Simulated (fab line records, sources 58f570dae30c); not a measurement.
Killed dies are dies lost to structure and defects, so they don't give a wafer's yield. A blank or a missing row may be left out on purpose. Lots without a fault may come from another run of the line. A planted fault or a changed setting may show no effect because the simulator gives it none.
Which tool did it? | flow berkeley_cmos170 | 14 lots, 42 wafers sampled, at 4 steps of a route of 331

WHAT THE GAUGES READ, wafer by wafer
UCB170_CONTACT_THK_MEAS_02. Usual: CONTACT_PSG_THK 701 nm, standard deviation 6.5.
lot  | measured     | on            | CONTACT_PSG_THK (nm) | flag
L702 | day 6 15:10  | film_metro-02 | 699 690 698          |
L703 | day 7 04:34  | film_metro-04 | 703 705 708          |
L704 | day 7 04:59  | film_metro-01 | 701 703 702          |
L705 | day 7 14:50  | film_metro-04 | 699 698 700          |
L707 | day 7 14:49  | film_metro-02 | 693 696 691          |
L708 | day 8 03:44  | film_metro-02 | 697 694 699          |
L709 | day 8 03:45  | film_metro-04 | 713 705 704          |
L717 | day 9 17:05  | film_metro-02 | 701 703 699          |
L718 | day 10 11:35 | film_metro-02 | 696 688 690          |
L720 | day 10 14:46 | film_metro-01 | 698 690 698          |
L721 | day 10 14:45 | film_metro-04 | 691 694 699          |
L722 | day 11 00:33 | film_metro-01 | 687 694 696          |
L724 | day 11 00:34 | film_metro-04 | 711 708 712          |
L725 | day 11 00:33 | film_metro-02 | 706 702 706          |

WHICH TOOL RAN EACH LOT (tool, then ch and the chambers of the sampled wafers, then the start)
lot  | UCB170_NWELL_ETCH_13              | UCB170_NWELL_STRIP_15               | UCB170_PSD_STRIP_09
L702 | rie_diel-01 ch 0,1,2, day 2 09:08 | plasma_asher-04 ch 0,1, day 2 09:23 | plasma_asher-01 ch 0, day 6 08:20
L703 | rie_diel-04 ch 0,1,2, day 2 14:51 | plasma_asher-02 ch 0,1, day 2 15:07 | plasma_asher-03 ch 0,1, day 6 22:30
L704 | rie_diel-01 ch 0,1,2, day 2 14:58 | plasma_asher-04 ch 0,1, day 2 15:13 | plasma_asher-01 ch 0,1, day 6 22:42
L705 | rie_diel-03 ch 0,1,3, day 2 21:23 | plasma_asher-03 ch 0,1, day 2 21:41 | plasma_asher-01 ch 0,1, day 7 06:33
L707 | rie_diel-01 ch 0,1,3, day 3 05:41 | plasma_asher-04 ch 0,1, day 3 05:56 | plasma_asher-02 ch 0,1, day 7 06:23
L708 | rie_diel-04 ch 0,1,2, day 3 12:23 | plasma_asher-02 ch 0,1, day 3 12:38 | plasma_asher-03 ch 0,1, day 7 20:31
L709 | rie_diel-03 ch 0,3, day 3 14:32   | plasma_asher-04 ch 0,1, day 3 14:49 | plasma_asher-02 ch 0,1, day 7 20:40
L717 | rie_diel-04 ch 1,2,3, day 5 12:49 | plasma_asher-04 ch 0,1, day 5 13:05 | plasma_asher-03 ch 0,1, day 9 10:46
L718 | rie_diel-04 ch 0,2,3, day 5 19:18 | plasma_asher-02 ch 0,1, day 5 19:35 | plasma_asher-01 ch 0,1, day 10 01:13
L720 | rie_diel-03 ch 0,3, day 6 09:12   | plasma_asher-04 ch 0,1, day 6 09:29 | plasma_asher-03 ch 0,1, day 10 06:25
L721 | rie_diel-01 ch 0,3, day 6 09:28   | plasma_asher-02 ch 0,1, day 6 09:43 | plasma_asher-01 ch 0,1, day 10 06:14
L722 | rie_diel-01 ch 1,2,3, day 6 14:38 | plasma_asher-02 ch 0,1, day 6 14:53 | plasma_asher-01 ch 0,1, day 10 16:12
L724 | rie_diel-01 ch 1,2,3, day 6 22:29 | plasma_asher-02 ch 0,1, day 6 22:44 | plasma_asher-03 ch 0,1, day 10 16:24
L725 | rie_diel-01 ch 1,2, day 7 01:05   | plasma_asher-03 ch 0,1, day 7 01:20 | plasma_asher-02 ch 0,1, day 10 16:45
- UCB170_NWELL_ETCH_13: etches Si3N4 in CH3F/Ar/O2, stops on SiO2, target depth 246.4 nm, time 154 s.
- UCB170_NWELL_STRIP_15: strips in O2.
- UCB170_PSD_STRIP_09: strips in O2.

WHAT THE TOOLS THEMSELVES READ (means of the sampled wafers that have a number; where no wafer has one, the mark that the record gives instead)
UCB170_NWELL_ETCH_13. Usual: drypump_motor_current_A 5.8 A, standard deviation 0.44; mfc_ar_sccm 50.00 sccm, standard deviation 0.18; oes_product_au 0.942 a.u., standard deviation 0.016; throttle_valve_pct 8.04 %, standard deviation 0.13.
lot  | tool        | drypump_motor_current_A (A) | mfc_ar_sccm (sccm) | oes_product_au (a.u.) | throttle_valve_pct (%) | flag
L702 | rie_diel-01 | 6.0                         | 50.09              | 0.938                 | 8.06                   |
L703 | rie_diel-04 | 5.7                         | 50.03              | 0.954                 | 7.98                   |
L704 | rie_diel-01 | 6.0                         | 49.84              | 0.938                 | 8.06                   |
L705 | rie_diel-03 | 5.5                         | 49.98              | 0.937                 | 8.01                   |
L707 | rie_diel-01 | 6.1                         | 49.96              | 0.938                 | 8.12                   |
L708 | rie_diel-04 | 5.7                         | 49.99              | 0.957                 | 7.98                   |
L709 | rie_diel-03 | 5.3                         | 50.04              | 0.925                 | 8.09                   |
L717 | rie_diel-04 | 5.8                         | 49.92              | 0.932                 | 8.03                   |
L718 | rie_diel-04 | 5.9                         | 49.98              | 0.951                 | 7.90                   |
L720 | rie_diel-03 | 5.7                         | 50.27              | 0.924                 | 8.11                   |
L721 | rie_diel-01 | 6.0                         | 50.04              | 0.942                 | 8.19                   |
L722 | rie_diel-01 | 6.1                         | 49.88              | 0.947                 | 8.04                   |
L724 | rie_diel-01 | 6.1                         | 50.11              | 0.955                 | 8.04                   |
L725 | rie_diel-01 | 6.1                         | 49.86              | 0.946                 | 7.99                   |

UCB170_NWELL_STRIP_15. Usual: drypump_motor_current_A 5.8 A, standard deviation 0.33; oes_product_au 0.721 a.u., standard deviation 0.0043; strip_time_to_endpoint_s 18.00 s, standard deviation 0.087.
lot  | tool            | drypump_motor_current_A (A) | oes_product_au (a.u.) | strip_time_to_endpoint_s (s) | flag
L702 | plasma_asher-04 | 5.9                         | 0.719                 | 17.99                        |
L703 | plasma_asher-02 | 5.6                         | 0.719                 | 17.86                        |
L704 | plasma_asher-04 | 6.0                         | 0.719                 | 18.01                        |
L705 | plasma_asher-03 | 5.5                         | 0.722                 | 17.92                        |
L707 | plasma_asher-04 | 6.0                         | 0.719                 | 18.12                        |
L708 | plasma_asher-02 | 5.6                         | 0.726                 | 17.89                        |
L709 | plasma_asher-04 | 5.9                         | 0.721                 | 17.90                        |
L717 | plasma_asher-04 | 6.0                         | 0.723                 | 17.55                        | OFF
L718 | plasma_asher-02 | 5.5                         | 0.719                 | 17.56                        | OFF
L720 | plasma_asher-04 | 6.0                         | 0.724                 | 18.04                        |
L721 | plasma_asher-02 | 5.6                         | 0.718                 | 17.97                        |
L722 | plasma_asher-02 | 5.5                         | 0.719                 | 18.09                        |
L724 | plasma_asher-02 | 5.6                         | 0.717                 | 18.06                        |
L725 | plasma_asher-03 | 5.4                         | 0.724                 | 18.03                        |

UCB170_PSD_STRIP_09. Usual: drypump_motor_current_A 5.5 A, standard deviation 0.41; oes_product_au 0.600 a.u., standard deviation 0.0045; strip_time_to_endpoint_s 29.42 s, standard deviation 0.078.
lot  | tool            | drypump_motor_current_A (A) | oes_product_au (a.u.) | strip_time_to_endpoint_s (s) | flag
L702 | plasma_asher-01 | 5.3                         | 0.599                 | 29.49                        |
L703 | plasma_asher-03 | 5.9                         | 0.599                 | 29.40                        |
L704 | plasma_asher-01 | 5.3                         | 0.599                 | 29.42                        |
L705 | plasma_asher-01 | 5.2                         | 0.601                 | 29.44                        |
L707 | plasma_asher-02 | 5.6                         | 0.601                 | 29.49                        |
L708 | plasma_asher-03 | 5.5                         | 0.599                 | 29.43                        |
L709 | plasma_asher-02 | 5.6                         | 0.600                 | 29.50                        |
L717 | plasma_asher-03 | 5.5                         | 0.597                 | 29.44                        |
L718 | plasma_asher-01 | 5.3                         | 0.600                 | 29.39                        |
L720 | plasma_asher-03 | 5.9                         | 0.597                 | 29.58                        |
L721 | plasma_asher-01 | 5.2                         | 0.605                 | 29.41                        |
L722 | plasma_asher-01 | 5.2                         | 0.595                 | 29.20                        |
L724 | plasma_asher-03 | 5.9                         | 0.604                 | 29.42                        |
L725 | plasma_asher-02 | 5.6                         | 0.596                 | 29.49                        |

THE ANSWER, worked out from the rows above alone
Rule: a lot is off if the mean of its wafers that have a number lies more than 3 standard deviations from the usual mean. A lot without any number at a reading at which 4 lots or more have one is off too. The other lots that the step has rows for count as sound. The gauges are gone through in route order, then the tools' own readings, and for those a lot's mean is taken as printed above. The first step at which some lot is off is used, and at that step the reading that is off furthest; a lot without a number counts as furthest.
Off: L717, L718, at UCB170_NWELL_STRIP_15 (strip_time_to_endpoint_s).
A tool fits if, at that step or a process step before it, it ran every lot that is off, and no sound lot after the first of them. One fits: rie_diel-04 at UCB170_NWELL_ETCH_13. Its last sound lot is L708 (day 3 12:23), its first lot that is off L717 (day 5 12:49): a fault that began between those two fits.

WHAT THE SIMULATOR HAD PUT IN
Process parameter drift: rie_diel-04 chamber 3, from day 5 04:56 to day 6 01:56, at UCB170_NWELL_ETCH_13. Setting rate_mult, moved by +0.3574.
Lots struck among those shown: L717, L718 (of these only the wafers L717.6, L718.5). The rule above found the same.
